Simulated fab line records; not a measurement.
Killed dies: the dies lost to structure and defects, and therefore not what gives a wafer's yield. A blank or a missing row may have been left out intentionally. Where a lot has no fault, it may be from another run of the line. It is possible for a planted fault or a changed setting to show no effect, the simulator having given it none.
The tool behind it: which one?    flow berkeleyCmos170    Sampling: 12 lots, 36 wafers, 3 of 331 route steps

WHAT THE GAUGES READ, wafer by wafer
UCB170_PLDD_CD_MEAS_06: target cd 1200 nm. Usual: cdNm 1199.9 nm, standard deviation 1.4.
lot   measured      on        cdNm (nm)             flag
L531  day 6 18:14   cdSem-01  1199.9 1200.9 1198.6  
L530  day 6 18:37   cdSem-01  1201.6 1200.1 1201.2  
L532  day 6 19:19   cdSem-02  1199.6 1200.2 1199.6  
L533  day 6 19:26   cdSem-02  1199.1 1199.8 1200.1  
L541  day 8 15:53   cdSem-02  1200.3 1199.6 1199.6  
L540  day 8 16:43   cdSem-01  1199.1 1199.0 1199.6  
L544  day 9 06:40   cdSem-02  1198.3 1198.9 1199.6  
L545  day 9 07:34   cdSem-02  1198.5 1197.2 1197.9  
L542  day 9 06:56   cdSem-01  1202.6 1202.6 1202.1  
L547  day 9 20:45   cdSem-02  1201.2 1201.1 1201.2  
L548  day 10 03:35  cdSem-01  1201.3 1200.9 1201.5  
L553  day 10 20:48  cdSem-01  1199.7 1200.2 1199.2  

UCB170_PSD_CD_MEAS_06: target cd 1200 nm. Usual: cdNm 1200.1 nm, standard deviation 1.2.
lot   measured      on        cdNm (nm)             flag
L531  day 7 03:33   cdSem-02  1195.6 1197.5 1199.0  
L530  day 7 03:51   cdSem-01  1200.9 1201.2 1200.2  
L532  day 7 03:51   cdSem-02  1198.8 1201.0 1201.7  
L533  day 7 04:01   cdSem-02  1202.2 1201.0 1203.1  
L541  day 8 23:56   cdSem-02  1200.2 1199.1 1199.4  
L540  day 9 00:19   cdSem-01  1199.7 1200.1 1200.1  
L544  day 9 15:30   cdSem-02  1199.9 1200.1 1200.7  
L545  day 9 15:59   cdSem-01  1201.3 1200.1 1200.4  
L542  day 9 15:38   cdSem-01  1201.1 1202.8 1201.3  
L547  day 10 05:02  cdSem-02  1198.5 1200.8 1199.8  
L548  day 10 11:26  cdSem-02  1198.5 1199.8 1200.0  
L553  day 11 04:42  cdSem-02  1198.6 1199.1 1198.6  

WHICH TOOL RAN EACH LOT (tool, then ch and the chambers of the sampled wafers, then the start)
lot   UCB170_PVT_STRIP_08
L531  plasmaAsher-01 ch 0,1, day 6 01:20
L530  plasmaAsher-02 ch 0,1, day 6 01:35
L532  plasmaAsher-01 ch 0,1, day 6 06:24
L533  plasmaAsher-02 ch 0,1, day 6 06:34
L541  plasmaAsher-02 ch 0, day 7 23:30
L540  plasmaAsher-04 ch 0,1, day 7 23:46
L544  plasmaAsher-01 ch 0,1, day 8 17:07
L545  plasmaAsher-04 ch 0,1, day 8 17:09
L542  plasmaAsher-04 ch 0,1, day 8 17:40
L547  plasmaAsher-04 ch 0,1, day 9 04:29
L548  plasmaAsher-04 ch 0, day 9 13:36
L553  plasmaAsher-01 ch 0,1, day 10 08:05
- UCB170_PVT_STRIP_08: strips in O2.

WHAT THE TOOLS THEMSELVES READ (means of the sampled wafers that have a number; where no wafer has one, the mark that the record gives instead)
UCB170_PVT_STRIP_08. Usual: drypumpMotorCurrentA 5.7 A, standard deviation 0.5; oesProductAu 0.735 a.u., standard deviation 0.0045; stripTimeToEndpointS 21.83 s, standard deviation 0.058.
lot   tool            drypumpMotorCurrentA (A)  oesProductAu (a.u.)  stripTimeToEndpointS (s)  flag
L531  plasmaAsher-01  5.3                       0.734                21.86                     
L530  plasmaAsher-02  5.5                       0.732                21.85                     
L532  plasmaAsher-01  5.3                       0.728                21.86                     
L533  plasmaAsher-02  5.2                       0.735                21.87                     
L541  plasmaAsher-02  5.7                       0.738                21.82                     
L540  plasmaAsher-04  6.3                       0.737                21.86                     
L544  plasmaAsher-01  5.3                       0.738                21.83                     
L545  plasmaAsher-04  6.3                       0.738                21.77                     
L542  plasmaAsher-04  6.2                       0.738                21.86                     
L547  plasmaAsher-04  6.2                       0.736                21.82                     
L548  plasmaAsher-04  6.4                       0.733                21.81                     
L553  plasmaAsher-01  5.4                       0.736                21.90                     

THE ANSWER, worked out from the rows above alone
Rule: a lot counts as off when the mean over its wafers that have a number is more than 3 standard deviations away from the usual mean. Also off: a lot with no number at a reading for which 4 or more lots have one. All remaining lots with rows at the step are treated as sound. First the gauges in route order, then the tools' own readings, where a lot's mean is used as printed above. At the first step where some lot is off, the reading lying furthest off is the one used; lots without a number count as furthest.
None of the lots is off at any reading shown; this tells nothing.

WHAT THE SIMULATOR PUT IN
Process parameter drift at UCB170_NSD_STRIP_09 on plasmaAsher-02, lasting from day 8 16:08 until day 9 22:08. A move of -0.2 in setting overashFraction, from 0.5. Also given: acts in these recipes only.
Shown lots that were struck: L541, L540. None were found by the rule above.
